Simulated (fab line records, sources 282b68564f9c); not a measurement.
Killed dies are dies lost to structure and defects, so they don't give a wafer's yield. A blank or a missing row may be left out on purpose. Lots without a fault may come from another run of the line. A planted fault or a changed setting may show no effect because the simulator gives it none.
Split-lot experiment | flow rit_cmos | 5 lots, 23 wafers read, on a route of 202 steps

THE SPLIT
At RIT_ACTIVE_COAT_06 (resist thk 1000 nm), the setting spin_rpm was moved away from the recipe's 3250 rpm on 10 of the 23 wafers read, by -5.2% to +6.7%. The other wafers ran this setting at the recipe's value.

The file shows no step between the split and the reading.

THE READING
NOVOLAK_of_ACTIVE_COAT_06.thk_nm (the simulator's own value, which no gauge read), in nm, at RIT_ACTIVE_HARDBAKE_12 (time 60 s). The file gives no usual value for it. The 13 wafers here that ran the recipe average 883.9 nm, standard deviation 2.7 nm.

wafer  | tool, chamber at the split | spin_rpm as run, rpm | against the recipe | NOVOLAK_of_ACTIVE_COAT_06.thk_nm, nm | against lot-mates on the recipe
L078.2 | litho_track-01, 0          | 3250                 | recipe             | 880.3                                | -
L078.4 | litho_track-01, 0          | 3250                 | recipe             | 881.6                                | -
L078.5 | litho_track-01, 0          | 3250                 | recipe             | 884.2                                | -
L079.2 | litho_track-03, 0          | 3250                 | recipe             | 883.7                                | -
L079.3 | litho_track-03, 0          | 3469                 | +6.7%              | 851                                  | -32.0
L079.4 | litho_track-03, 0          | 3250                 | recipe             | 882.2                                | -
L079.5 | litho_track-03, 0          | 3469                 | +6.7%              | 855.1                                | -27.9
L079.6 | litho_track-03, 0          | 3469                 | +6.7%              | 855.2                                | -27.8
L080.1 | litho_track-01, 0          | 3250                 | recipe             | 881.4                                | -
L080.3 | litho_track-01, 0          | 3460                 | +6.5%              | 860.4                                | -25.4
L080.4 | litho_track-01, 0          | 3250                 | recipe             | 887.7                                | -
L080.5 | litho_track-01, 0          | 3250                 | recipe             | 888.3                                | -
L080.6 | litho_track-01, 0          | 3460                 | +6.5%              | 856                                  | -29.8
L081.1 | litho_track-03, 0          | 3250                 | recipe             | 888.9                                | -
L081.2 | litho_track-03, 0          | 3368                 | +3.6%              | 867.7                                | -17.9
L081.3 | litho_track-03, 0          | 3250                 | recipe             | 883.6                                | -
L081.4 | litho_track-03, 0          | 3250                 | recipe             | 884.3                                | -
L081.5 | litho_track-03, 0          | 3368                 | +3.6%              | 869.3                                | -16.3
L083.1 | litho_track-04, 0          | 3082                 | -5.2%              | 905.3                                | +22.8
L083.3 | litho_track-04, 0          | 3250                 | recipe             | 881.1                                | -
L083.4 | litho_track-04, 0          | 3250                 | recipe             | 883.8                                | -
L083.5 | litho_track-04, 0          | 3082                 | -5.2%              | 907.6                                | +25.1
L083.6 | litho_track-04, 0          | 3082                 | -5.2%              | 907.5                                | +25.0

THE FIT
A straight line over all 23 wafers: NOVOLAK_of_ACTIVE_COAT_06.thk_nm changes by -4.33 nm for each +1% of spin_rpm; r = -0.99; the points scatter about the line by 2.5 nm.
The same after taking each lot's own level away (the mean of its wafers on the recipe; 23 wafers): -4.46 nm for each +1%; r = -0.99; scatter 2.1 nm.
On that fit, the largest move of spin_rpm shifts the reading by 30 nm.
The lots' own levels span 882.03 to 885.80 nm, that is 1.4 times the standard deviation above.
So the lot-to-lot level changes the slope little: the two slopes agree.
Check: with one of the wafers moved furthest among these (+6.7%) left out of the fit, the line predicts -29.4 nm for it against its lot-mates. It came out at -32 nm against them.

THE WHOLE CHAIN: every reading that the file lists as answering this split, in the file's order
step                   | what it does       | reading                                                                           | change (the file's fit)              | r (the file's)
RIT_ACTIVE_COAT_06     | resist thk 1000 nm | NOVOLAK_of_ACTIVE_COAT_06.thk_nm (the simulator's own value, which no gauge read) | -4.95 nm for each +1% of the setting | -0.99
RIT_ACTIVE_HARDBAKE_12 | time 60 s          | NOVOLAK_of_ACTIVE_COAT_06.thk_nm (the simulator's own value, which no gauge read) | -4.43 nm for each +1% of the setting | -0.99

THE FILE'S OWN FIT
NOVOLAK_of_ACTIVE_COAT_06.thk_nm changes by -4.43 nm for each +1% of spin_rpm, r = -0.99.
